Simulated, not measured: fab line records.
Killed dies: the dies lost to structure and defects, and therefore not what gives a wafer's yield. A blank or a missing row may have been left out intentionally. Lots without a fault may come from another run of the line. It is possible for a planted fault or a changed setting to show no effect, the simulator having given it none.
Which tool is to blame?	flow berkeley_cmos170	Sampling: 15 lots, 45 wafers, 4 of 331 route steps

== WHAT THE GAUGES READ, wafer by wafer ==
UCB170_START_BOW_MEAS_00. Usual: INCOMING_BOW 0 um, standard deviation 6.5.
lot	measured	on	INCOMING_BOW (um)	flag
L454	day 1 15:02	film_metro-02	15 5 2	
L455	day 1 20:00	film_metro-01	5 3 -9	
L457	day 2 06:02	film_metro-01	-3 -13 -1	
L458	day 2 11:00	film_metro-01	15 -1 1	
L459	day 2 16:00	film_metro-02	1 1 0	
L460	day 2 21:04	film_metro-01	9 -2 -4	
L461	day 3 02:00	film_metro-01	13 3 12	
L467	day 4 08:01	film_metro-03	5 2 4	
L470	day 4 23:01	film_metro-03	9 0 4	
L471	day 5 04:01	film_metro-02	10 2 -8	
L472	day 5 09:04	film_metro-02	5 9 -6	
L473	day 5 14:00	film_metro-03	-5 -3 8	
L474	day 5 19:01	film_metro-01	4 -4 8	
L475	day 6 00:02	film_metro-03	-1 1 -3	
L476	day 6 05:00	film_metro-01	2 -9 -6	

UCB170_M2_CD_MEAS_90: the cd target is 700 nm. Usual: cd_nm 699.2 nm, standard deviation 2.7.
lot	measured	on	cd_nm (nm)	flag
L454	day 9 00:07	cd_sem-01	693.5 696.2 694.6	
L455	day 9 04:32	cd_sem-02	698.4 699.8 698.1	
L457	day 9 10:16	cd_sem-01	700.6 701.2 698.4	
L458	day 9 09:53	cd_sem-01	699.1 699.0 697.3	
L459	day 9 19:10	cd_sem-01	697.5 697.1 700.1	
L460	day 9 21:17	cd_sem-01	697.5 697.5 698.6	
L461	day 9 20:11	cd_sem-01	705.0 702.2 706.7	
L467	day 11 10:32	cd_sem-01	697.2 698.5 698.1	
L470	day 12 13:47	cd_sem-02	697.7 697.9 698.7	
L471	day 11 20:38	cd_sem-01	700.7 700.6 701.0	
L472	day 12 11:46	cd_sem-02	700.5 701.7 697.4	
L473	day 12 11:36	cd_sem-01	698.9 702.4 696.6	
L474	day 13 10:22	cd_sem-02	703.7 703.4 698.9	
L475	day 13 12:20	cd_sem-01	704.3 703.9 699.5	
L476	day 13 08:02	cd_sem-02	696.6 699.8 698.4	

UCB170_M3_OVL_MEAS_16. Usual: M3_OVL 3 nm, standard deviation 5.6.
lot	measured	on	M3_OVL (nm)	flag
L454	day 9 05:50	overlay-02	11 10 6	
L455	day 9 10:26	overlay-02	0 -5 1	
L457	day 9 16:36	overlay-02	5 9 7	
L458	day 9 15:28	overlay-01	10 10 17	
L459	day 10 00:25	overlay-02	-2 -2 -10	
L460	day 10 02:11	overlay-02	4 0 4	
L461	day 10 01:31	overlay-02	11 7 4	
L467	day 11 15:16	overlay-01	-2 -5 2	
L470	day 12 19:03	overlay-02	0 -2 3	
L471	day 12 04:20	overlay-01	17 11 12	
L472	day 12 17:10	overlay-01	4 8 4	
L473	day 12 16:52	overlay-01	7 -4 9	
L474	day 13 15:25	overlay-01	-4 0 0	
L475	day 13 17:12	overlay-01	-3 -1 -1	
L476	day 13 12:57	overlay-02	0 0 4	

== WHICH TOOL RAN EACH LOT (tool, then ch and the chambers of the sampled wafers, then the start) ==
lot	UCB170_ACTIVE_CLEAN_00
L454	wet_bench-02 ch 2, day 4 11:13
L455	wet_bench-02 ch 1, day 4 11:13
L457	wet_bench-02 ch 1, day 4 21:34
L458	wet_bench-02 ch 3, day 4 21:34
L459	wet_bench-04 ch 2, day 5 12:52
L460	wet_bench-04 ch 0, day 5 12:52
L461	wet_bench-01 ch 1, day 5 17:04
L467	wet_bench-01 ch 2, day 7 02:34
L470	wet_bench-04 ch 0, day 8 03:44
L471	wet_bench-04 ch 0, day 7 12:53
L472	wet_bench-04 ch 0, day 8 03:44
L473	wet_bench-04 ch 3, day 8 03:44
L474	wet_bench-02 ch 2, day 8 22:47
L475	wet_bench-02 ch 1, day 8 22:47
L476	wet_bench-02 ch 0, day 9 00:08
- UCB170_ACTIVE_CLEAN_00: cleans in SPM, time 600 s.

== WHAT THE TOOLS THEMSELVES READ (means of the sampled wafers that have a number; where no wafer has one, the mark that the record gives instead) ==
UCB170_ACTIVE_CLEAN_00. Usual: bath_guard_temp_C 120.2 C, standard deviation 0.62; bath_heat_duty_pct 13.7 %, standard deviation 1.8.
lot	tool	bath_guard_temp_C (C)	bath_heat_duty_pct (%)	flag
L454	wet_bench-02	121.0	13.2	
L455	wet_bench-02	119.7	12.9	
L457	wet_bench-02	119.5	12.4	
L458	wet_bench-02	119.0	13.6	
L459	wet_bench-04	119.9	12.5	
L460	wet_bench-04	120.4	12.4	
L461	wet_bench-01	119.8	14.7	
L467	wet_bench-01	120.4	16.2	
L470	wet_bench-04	-	-	OFF
L471	wet_bench-04	120.2	12.2	
L472	wet_bench-04	-	-	OFF
L473	wet_bench-04	-	-	OFF
L474	wet_bench-02	121.2	13.9	
L475	wet_bench-02	119.6	11.9	
L476	wet_bench-02	120.8	11.8	

== THE ANSWER, worked out from the rows above alone ==
Rule: a lot counts as off when the mean over its wafers that have a number is more than 3 standard deviations away from the usual mean. A lot without any number at a reading at which 4 lots or more have one is off too. The other lots that the step has rows for count as sound. The gauges are gone through in route order, then the tools' own readings, and for those a lot's mean is taken as printed above. The first step at which some lot is off is used, and at that step the reading that is off furthest; a lot without a number counts as furthest.
Off, at UCB170_ACTIVE_CLEAN_00 on bath_guard_temp_C: L470, L472, L473. Without a number there: L470, L472, L473.
A tool fits if, at that step or a process step before it, it ran every lot that is off, and no sound lot after the first of them. One candidate fits, namely wet_bench-04 at UCB170_ACTIVE_CLEAN_00. A fault onset in the window from L471 (day 7 12:53, its last sound lot) to L470 (day 8 03:44, its first lot off) fits.
Blank at UCB170_ACTIVE_CLEAN_00 on the lots that are off, where sound lots have numbers: bath_guard_temp_C, bath_heat_duty_pct.

== WHAT WAS PUT IN BY THE SIMULATOR ==
Skipped step whole: wet_bench-04, from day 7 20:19 on, at UCB170_ACTIVE_CLEAN_00. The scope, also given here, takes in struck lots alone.
Struck lots among those shown: L470, L472, L473. The same result came from the rule above.
